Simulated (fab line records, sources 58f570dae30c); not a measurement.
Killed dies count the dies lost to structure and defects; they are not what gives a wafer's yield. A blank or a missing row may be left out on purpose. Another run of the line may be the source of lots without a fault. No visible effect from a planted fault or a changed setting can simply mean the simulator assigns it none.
fab line records + flow berkeleyCmos170
[record]
- lots = 14
- wafers = 40
- lastDay = 12
route steps=331 shown PFIELD@88 SACOX@99 GATE@131
lots that met no fault: from a run of the same line without faults
startH: start of the lot's first displayed wafer, in hours after the record's first day + waitH: how many hours have passed since the lot's step before this one + " repeats the value in the row above + L1.1+2: several wafers, shown together as one row + - either no value or no given start + * or withheld: withheld + < > ~ a bound
route shown NAME@n: a module of which the file shows steps, and the number in the route of the first + usual: mean/standard deviation of fault-free wafers + same: alike in all rows + chamber/n: place in a boat + sites: each site's reading + _std_site: their standard deviation + _edge_site: mean of outer sites minus mean of inner sites + radiusMm: for every site, how far away it sits from the centre of the wafer + mask NAME#n: copy n + behind: the last tool/chamber to shape the wafer + hold: cause of the lot's hold/its duration in hours/its outcome + device: the transistor (n, p or np) that didn't switch + end of line: the route-end tests of the same wafers + a step without rows: its recipe alone + killed: not the wafer's yield, but the dies lost to structure and defects at the first sort + map: a wafer's dies, marking killed ones x, the rest . and places with no die _
set.NAME: the run value of the setting; set.NAME@STEP: its run value at that earlier step + model.NAME: the simulator's own value behind a step, which no gauge read
one table for each step of the route and one row for each wafer, over a sample of lots
services: a tool's chamber out of use, with start hour (startH, from the record's first day; less than 0 if before it), hours out, and reason
[[steps]]
[step UCB170_PFIELD_TW_MEAS_09]
[usual]
- PFIELD_TW = 609/7.4
| lot.wafer | tool         | chamber | startH | waitH | PFIELD_TW |
|-----------|--------------|---------|--------|-------|-----------|
| L135.2    | filmMetro-02 | -       | 108.53 | 0.1   | 606       |
| L135.4    | "            | -       | "      | "     | 606       |
| L135.5    | "            | -       | "      | "     | 609       |
| L140.3    | filmMetro-02 | -       | 117.45 | 0.1   | 607       |
| L140.4    | "            | -       | "      | "     | 607       |
| L140.5    | "            | -       | "      | "     | 611       |
| L139.2    | filmMetro-01 | -       | 117.68 | 0.1   | 603       |
| L139.3    | "            | -       | "      | "     | 610       |
| L139.6    | "            | -       | "      | "     | 603       |
| L138.1    | filmMetro-02 | -       | 117.91 | 0.1   | 609       |
| L138.2    | "            | -       | "      | "     | 608       |
| L138.3    | "            | -       | "      | "     | 608       |
| L141.3    | filmMetro-02 | -       | 134.28 | 0.1   | 611       |
| L141.5    | "            | -       | "      | "     | 603       |
| L141.6    | "            | -       | "      | "     | 606       |
| L142.1    | filmMetro-01 | -       | 134.51 | 0.1   | 601       |
| L142.5    | "            | -       | "      | "     | 598       |
| L142.6    | "            | -       | "      | "     | 602       |
| L146.3    | filmMetro-01 | -       | 148.27 | 0.1   | 602       |
| L146.4    | "            | -       | "      | "     | 599       |
| L146.6    | "            | -       | "      | "     | 597       |
| L144.1    | filmMetro-04 | -       | 148.53 | 0.1   | 618       |
| L144.5    | "            | -       | "      | "     | 618       |
| L144.6    | "            | -       | "      | "     | 618       |
| L150.2    | filmMetro-04 | -       | 160.50 | 0.1   | 613       |
| L150.4    | "            | -       | "      | "     | 617       |
| L150.6    | "            | -       | "      | "     | 619       |
| L147.3    | filmMetro-01 | -       | 160.71 | 0.1   | 598       |
| L147.5    | "            | -       | "      | "     | 602       |
| L147.6    | "            | -       | "      | "     | 599       |
| L149.3    | filmMetro-04 | -       | 161.51 | 0.1   | 615       |
| L154.2    | filmMetro-04 | -       | 178.95 | 0.1   | 617       |
| L154.4    | "            | -       | "      | "     | 617       |
| L154.5    | "            | -       | "      | "     | 619       |
| L157.1    | filmMetro-04 | -       | 188.35 | 0.1   | 620       |
| L157.2    | "            | -       | "      | "     | 617       |
| L157.3    | "            | -       | "      | "     | 618       |
| L156.1    | filmMetro-02 | -       | 190.15 | 0.1   | 605       |
| L156.3    | "            | -       | "      | "     | 610       |
| L156.4    | "            | -       | "      | "     | 604       |
[step UCB170_SACOX_THK_MEAS_02]
[recipe]
- reads = SiO2_of_SACOX_OXIDATION_01
[usual]
- SACOX_OXIDE_THK = 14.4/0.33
| lot.wafer | tool         | chamber | startH | waitH | SACOX_OXIDE_THK[nm] |
|-----------|--------------|---------|--------|-------|---------------------|
| L135.2    | filmMetro-03 | -       | 126.96 | 0.0   | 14.5                |
| L135.4    | "            | -       | "      | "     | 14.6                |
| L135.5    | "            | -       | "      | "     | 14.7                |
| L138.1    | filmMetro-03 | -       | 137.47 | 0.0   | 14.8                |
| L138.2    | "            | -       | "      | "     | 14.9                |
| L138.3    | "            | -       | "      | "     | 14.6                |
| L140.3    | filmMetro-01 | -       | 137.49 | 0.0   | 14.9                |
| L140.4    | "            | -       | "      | "     | 14.8                |
| L140.5    | "            | -       | "      | "     | 14.8                |
| L139.2    | filmMetro-02 | -       | 137.53 | 0.1   | 14.8                |
| L139.3    | "            | -       | "      | "     | 14.9                |
| L139.6    | "            | -       | "      | "     | 15.0                |
| L142.1    | filmMetro-03 | -       | 153.50 | 0.0   | 14.6                |
| L142.5    | "            | -       | "      | "     | 14.5                |
| L142.6    | "            | -       | "      | "     | 14.6                |
| L141.3    | filmMetro-02 | -       | 153.52 | 0.0   | 14.3                |
| L141.5    | "            | -       | "      | "     | 14.4                |
| L141.6    | "            | -       | "      | "     | 14.2                |
| L144.1    | filmMetro-03 | -       | 164.93 | 0.0   | 14.1                |
| L144.5    | "            | -       | "      | "     | 14.0                |
| L144.6    | "            | -       | "      | "     | 13.9                |
| L146.3    | filmMetro-01 | -       | 164.95 | 0.0   | 14.1                |
| L146.4    | "            | -       | "      | "     | 14.2                |
| L146.6    | "            | -       | "      | "     | 14.1                |
| L150.2    | filmMetro-01 | -       | 175.42 | 0.0   | 14.3                |
| L150.4    | "            | -       | "      | "     | 14.7                |
| L150.6    | "            | -       | "      | "     | 14.3                |
| L147.3    | filmMetro-02 | -       | 175.43 | 0.0   | 14.5                |
| L147.5    | "            | -       | "      | "     | 14.4                |
| L147.6    | "            | -       | "      | "     | 14.3                |
| L149.3    | filmMetro-03 | -       | 175.43 | 0.0   | 14.3                |
| L154.2    | filmMetro-01 | -       | 200.05 | 0.1   | 14.3                |
| L154.4    | "            | -       | "      | "     | 14.5                |
| L154.5    | "            | -       | "      | "     | 14.3                |
| L156.1    | filmMetro-03 | -       | 214.73 | 0.0   | 14.1                |
| L156.3    | "            | -       | "      | "     | 13.8                |
| L156.4    | "            | -       | "      | "     | 13.9                |
| L157.1    | filmMetro-01 | -       | 214.79 | 0.1   | 14.1                |
| L157.2    | "            | -       | "      | "     | 13.9                |
| L157.3    | "            | -       | "      | "     | 13.9                |
[step UCB170_GATE_THK_MEAS_05]
[recipe]
- reads = poly-Si_of_GATE_CVD_04
[usual]
- GATE_POLY_THK = 213.9/2.4
| lot.wafer | tool         | chamber | startH | waitH | GATE_POLY_THK[nm] |
|-----------|--------------|---------|--------|-------|-------------------|
| L135.2    | filmMetro-03 | -       | 148.39 | 0.0   | 212.1             |
| L135.4    | "            | -       | "      | "     | 213.4             |
| L135.5    | "            | -       | "      | "     | 214.3             |
| L138.1    | filmMetro-02 | -       | 161.91 | 0.0   | 211.6             |
| L138.2    | "            | -       | "      | "     | 212.4             |
| L138.3    | "            | -       | "      | "     | 211.4             |
| L140.3    | filmMetro-01 | -       | 161.93 | 0.0   | 214.7             |
| L140.4    | "            | -       | "      | "     | 214.8             |
| L140.5    | "            | -       | "      | "     | 214.7             |
| L139.2    | filmMetro-03 | -       | 161.97 | 0.1   | 210.6             |
| L139.3    | "            | -       | "      | "     | 213.6             |
| L139.6    | "            | -       | "      | "     | 210.0             |
| L142.1    | filmMetro-02 | -       | 177.26 | 0.0   | 211.6             |
| L142.5    | "            | -       | "      | "     | 212.6             |
| L142.6    | "            | -       | "      | "     | 212.2             |
| L141.3    | filmMetro-03 | -       | 177.28 | 0.0   | 216.0             |
| L141.5    | "            | -       | "      | "     | 212.9             |
| L141.6    | "            | -       | "      | "     | 215.7             |
| L144.1    | filmMetro-01 | -       | 188.39 | 0.0   | 209.8             |
| L144.5    | "            | -       | "      | "     | 211.4             |
| L144.6    | "            | -       | "      | "     | 209.9             |
| L146.3    | filmMetro-02 | -       | 188.41 | 0.0   | 211.0             |
| L146.4    | "            | -       | "      | "     | 211.9             |
| L146.6    | "            | -       | "      | "     | 210.3             |
| L147.3    | filmMetro-02 | -       | 201.15 | 0.0   | 212.9             |
| L147.5    | "            | -       | "      | "     | 214.6             |
| L147.6    | "            | -       | "      | "     | 212.3             |
| L150.2    | filmMetro-03 | -       | 201.20 | 0.1   | 212.7             |
| L150.4    | "            | -       | "      | "     | 213.4             |
| L150.6    | "            | -       | "      | "     | 212.9             |
| L149.3    | filmMetro-02 | -       | 201.21 | 0.1   | 216.7             |
| L154.2    | filmMetro-01 | -       | 229.41 | 0.0   | 216.5             |
| L154.4    | "            | -       | "      | "     | 217.6             |
| L154.5    | "            | -       | "      | "     | 218.0             |
| L156.1    | filmMetro-01 | -       | 234.43 | 0.0   | 212.2             |
| L156.3    | "            | -       | "      | "     | 210.7             |
| L156.4    | "            | -       | "      | "     | 213.3             |
| L157.1    | filmMetro-02 | -       | 234.43 | 0.0   | 214.9             |
| L157.2    | "            | -       | "      | "     | 213.9             |
| L157.3    | "            | -       | "      | "     | 213.1             |
[step UCB170_GATE_ETCH_15]
[recipe]
- chemistry = HBr/Cl2
- target = poly-Si
- stopOn = SiO2
- overEtchFrac = 0.3
- icpW = 300
- biasW = 150
- timeS = 56.3
- pressureMtorr = 15
- HBr_flow_sccm = 150
- Cl2_flow_sccm = 50
- targetDepthA = 2782
[usual]
- drypumpMotorCurrentA = 5.6/0.32
- oesProductAu = 0.833/0.014
- runLengthS = 84.6/0.45
- throttleValvePct = 26.40/0.24
| lot.wafer | tool     | chamber | startH | waitH | drypumpMotorCurrentA | oesProductAu | rfHoursCounterH | runLengthS | throttleValvePct |
|-----------|----------|---------|--------|-------|----------------------|--------------|-----------------|------------|------------------|
| L135.2    | rieSi-01 | 0       | 150.68 | -     | 5.8                  | 0.817        | 1               | 85.0       | 26.64            |
| L135.4    | "        | 2       | "      | "     | 5.6                  | 0.832        | 19              | 84.6       | 26.31            |
| L135.5    | "        | 0       | "      | "     | 5.8                  | 0.830        | -               | 85.5       | 26.67            |
| L138.1    | rieSi-02 | 1       | 163.34 | -     | 5.8                  | 0.843        | 2               | 84.5       | 26.48            |
| L138.2    | "        | 2       | "      | "     | 5.3                  | 0.823        | 85              | 83.8       | 26.16            |
| L138.3    | "        | 3       | "      | "     | 5.5                  | 0.811        | 2               | 83.7       | 26.84            |
| L140.3    | rieSi-01 | 0       | 163.49 | -     | 5.7                  | 0.815        | 1               | 84.8       | 26.64            |
| L140.4    | "        | 2       | "      | "     | 5.6                  | 0.834        | 19              | 84.5       | 26.31            |
| L140.5    | "        | 1       | "      | "     | 5.1                  | 0.830        | -               | 84.7       | 26.04            |
| L139.2    | rieSi-02 | 3       | 163.61 | -     | 5.5                  | 0.812        | 2               | 83.7       | 26.85            |
| L139.3    | "        | 2       | "      | "     | 5.3                  | 0.832        | 85              | 83.7       | 26.15            |
| L139.6    | "        | 1       | "      | "     | 5.8                  | 0.837        | -               | 84.2       | 26.47            |
| L141.3    | rieSi-01 | 1       | 179.12 | -     | 5.1                  | 0.849        | 7               | 84.6       | 26.02            |
| L141.5    | "        | 0       | "      | "     | 5.7                  | 0.807        | -               | 85.0       | 26.66            |
| L141.6    | "        | 3       | "      | "     | 5.8                  | 0.848        | -               | 85.0       | 26.36            |
| L142.1    | rieSi-02 | 2       | 179.12 | -     | 5.3                  | 0.827        | 85              | 83.9       | 26.15            |
| L142.5    | "        | 3       | "      | "     | 5.5                  | 0.815        | -               | 83.7       | 26.83            |
| L142.6    | "        | 2       | "      | "     | 5.3                  | 0.829        | -               | 84.6       | 26.14            |
| L146.3    | rieSi-02 | 3       | 189.61 | -     | 5.5                  | 0.808        | 2               | 84.5       | 26.83            |
| L146.4    | "        | 2       | "      | "     | 5.3                  | 0.824        | 85              | 83.8       | 26.16            |
| L146.6    | "        | 1       | "      | "     | 5.9                  | 0.843        | -               | 84.3       | 26.45            |
| L144.1    | rieSi-02 | 3       | 189.93 | -     | 5.5                  | 0.808        | 2               | 83.7       | 26.84            |
| L144.5    | "        | 3       | "      | "     | 5.5                  | 0.812        | -               | 83.7       | 26.83            |
| L144.6    | "        | 0       | "      | "     | 6.2                  | 0.813        | -               | 84.5       | 26.33            |
| L147.3    | rieSi-02 | 2       | 202.69 | -     | 5.3                  | 1.007        | 85              | 61.6       | 26.16            |
| L147.5    | "        | 0       | "      | "     | 6.2                  | 0.832        | -               | 85.1       | 26.32            |
| L147.6    | "        | 1       | "      | "     | 5.9                  | 0.850        | -               | 84.3       | 26.46            |
| L150.2    | rieSi-01 | 0       | 203.19 | -     | 5.7                  | 0.818        | 1               | 85.3       | 26.65            |
| L150.4    | "        | 1       | "      | "     | 5.1                  | 0.833        | 7               | 84.7       | 26.02            |
| L150.6    | "        | 0       | "      | "     | 5.7                  | 0.817        | -               | 85.0       | 26.67            |
| L149.3    | rieSi-02 | 2       | 203.28 | -     | 5.3                  | 1.015        | 85              | 61.4       | 26.17            |
| L154.2    | rieSi-01 | 0       | 231.21 | -     | 5.8                  | 0.826        | 1               | 85.7       | 26.65            |
| L154.4    | "        | 1       | "      | "     | 5.1                  | 0.840        | 7               | 84.7       | 26.02            |
| L154.5    | "        | 3       | "      | "     | 5.8                  | 0.852        | -               | 85.2       | 26.35            |
| L157.1    | rieSi-01 | 0       | 236.32 | -     | 5.7                  | 0.828        | 1               | 85.0       | 26.65            |
| L157.2    | "        | 3       | "      | "     | 5.8                  | 0.848        | 1               | 84.8       | 26.36            |
| L157.3    | "        | 1       | "      | "     | 5.1                  | 0.828        | 7               | 84.3       | 26.04            |
| L156.1    | rieSi-01 | 2       | 236.51 | -     | 5.5                  | 0.831        | 20              | 84.6       | 26.31            |
| L156.3    | "        | 1       | "      | "     | 5.1                  | 0.820        | 7               | 84.9       | 26.03            |
| L156.4    | "        | 0       | "      | "     | 5.7                  | 0.820        | 1               | 84.9       | 26.65            |
[[services]]
| tool     | chamber | startH | hours | kind   |
|----------|---------|--------|-------|--------|
| rieSi-02 | -       | 165.79 | 0.5   | repair |
| rieSi-01 | 2       | 175.35 | 3.9   | repair |
[[key]]
[firstSign]
- step = UCB170_GATE_ETCH_15
- reading = runLengthS
- direction = down
- sigmas = 51
- usual = *
- struck = *
[effect]
- step = UCB170_GATE_ETCH_15
- reading = oesProductAu
- direction = up
- sigmas = 13
- usual = 0.833
- struck = 1.011
metAt UCB170_GATE_ETCH_15
struckLots L147,L149
struckWafers L147.3,L149.3
rowsEnd L149.3
laterRowsLeftOut L147.3
sortLeftOut L147.3
testerLeftOut L147
notActingAt UCB170_PFIELD_TW_MEAS_09,UCB170_SACOX_THK_MEAS_02,UCB170_GATE_THK_MEAS_05
onsetBetween 189.61 202.69
[fault]
- kind = processParameterDrift
- tool = rieSi-02
- chamber = 2
- onsetH = 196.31
- steps = UCB170_GATE_ETCH_15
- channel = timeS
- offset = *
- shape = step
- endH = 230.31
- stated = *
// testerLeftOut: of these lots the tester's yield and bins aren't shown, on N5 and GAA mostly nor the transistor test; their killed dies are dies lost to structure and defects alone, not to doping, threshold or leakage, so they don't give the yield
// sortLeftOut: the simulated sort isn't trusted on such a fault, so these wafers' sort isn't shown, and their yield isn't known
// laterRowsLeftOut: the simulator's readings of these wafers behind a module that went badly wrong aren't trusted and aren't shown, but for the sort
// rowsEnd: these wafers met a further fault down the route, and their rows from its step on are left out
